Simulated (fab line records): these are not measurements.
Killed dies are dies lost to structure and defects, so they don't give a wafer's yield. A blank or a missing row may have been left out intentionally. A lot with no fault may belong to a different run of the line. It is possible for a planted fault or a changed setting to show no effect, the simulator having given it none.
Which tool is to blame? | flow rit cmos | 42 wafers from 14 lots sampled at 2 of the route's 202 steps

## WHAT THE GAUGES READ, wafer by wafer
RIT_ACTIVE_THK_MEAS_02.
lot  | measured    | on            | ACTIVE_OXIDE_THK (nm)
L723 | day 1 14:17 | film metro-01 | 49.3 49.6 49.3
L724 | day 1 17:17 | film metro-01 | 47.1 47.3 47.2
L725 | day 1 22:05 | film metro-04 | 46.6 46.1 46.1
L726 | day 2 03:03 | film metro-03 | 47.6 47.8 47.6
L727 | day 2 08:03 | film metro-01 | 45.9 45.7 45.8
L728 | day 2 13:05 | film metro-03 | 47.4 47.4 47.5
L729 | day 2 18:03 | film metro-04 | 47.6 47.3 47.8
L730 | day 3 01:09 | film metro-04 | 48.9 49.0 48.6
L731 | day 3 04:05 | film metro-01 | 46.2 46.6 46.8
L735 | day 4 00:04 | film metro-03 | 51.0 51.8 51.4
L738 | day 4 15:03 | film metro-03 | 51.6 51.0 50.7
L741 | day 5 06:03 | film metro-03 | 50.4 50.9 51.4
L743 | day 5 17:11 | film metro-01 | 45.5 45.6 45.1
L744 | day 5 21:58 | film metro-01 | 46.0 46.0 45.3

## EACH LOT AND THE TOOL THAT RAN IT (in order: tool; ch and the chambers of the sampled wafers; start)
lot  | RIT_ACTIVE_OXIDATION_01
L723 | furnace-01 ch 0, day 1 12:20
L724 | furnace-01 ch 0, day 1 15:21
L725 | furnace-04 ch 0, day 1 20:07
L726 | furnace-01 ch 0, day 2 01:07
L727 | furnace-03 ch 0, day 2 06:07
L728 | furnace-04 ch 0, day 2 11:07
L729 | furnace-04 ch 0, day 2 16:07
L730 | furnace-01 ch 0, day 2 23:13
L731 | furnace-03 ch 0, day 3 02:07
L735 | furnace-01 ch 0, day 3 22:07
L738 | furnace-01 ch 0, day 4 13:07
L741 | furnace-01 ch 0, day 5 04:07
L743 | furnace-04 ch 0, day 5 15:14
L744 | furnace-04 ch 0, day 5 20:02
- RIT_ACTIVE_OXIDATION_01: target thk 46.8 nm, ox time 3360 s.

## WHAT THE TOOLS THEMSELVES READ (means of the sampled wafers that have a number; where no wafer has one, the mark that the record gives instead)
RIT_ACTIVE_OXIDATION_01.
lot  | tool       | spike tc centre C (C) | zone power centre pct (%)
L723 | furnace-01 | 1000.8                | 45.3
L724 | furnace-01 | 1000.5                | 44.8
L725 | furnace-04 | 1002.5                | 45.7
L726 | furnace-01 | 1002.1                | 45.7
L727 | furnace-03 | 1002.7                | 45.8
L728 | furnace-04 | 1003.4                | 46.0
L729 | furnace-04 | 1003.3                | 46.0
L730 | furnace-01 | 1000.0                | 44.8
L731 | furnace-03 | 1002.4                | 45.6
L735 | furnace-01 | 1001.6                | 44.8
L738 | furnace-01 | 1000.5                | 45.3
L741 | furnace-01 | 999.7                 | 45.7
L743 | furnace-04 | 1001.5                | 46.1
L744 | furnace-04 | 1002.6                | 46.0

## THE ANSWER, worked out from the rows above alone
Rule: what is usual is taken from the lots themselves. Put in order of their means at a reading, lots are off if they are a third of the lots or fewer, leave a main group of 4 or more, and stand apart from it by a gap of 3 or more times the standard deviation of the main group's means; of several such gaps the widest counts. The tables above print the reading to a certain number of digits; a main group whose means all agree to those digits is not used. A lot without any number at a reading at which 4 lots or more have one is off too. All remaining lots with rows at the step are treated as sound. Order of review: gauges by route order, followed by the tools' own readings, for which a lot's mean as printed above is used. At the first step where some lot is off, the reading lying furthest off is the one used; lots without a number count as furthest.
None of the lots is off at any reading shown; this tells nothing.

## WHAT THE SIMULATOR HAD INSERTED
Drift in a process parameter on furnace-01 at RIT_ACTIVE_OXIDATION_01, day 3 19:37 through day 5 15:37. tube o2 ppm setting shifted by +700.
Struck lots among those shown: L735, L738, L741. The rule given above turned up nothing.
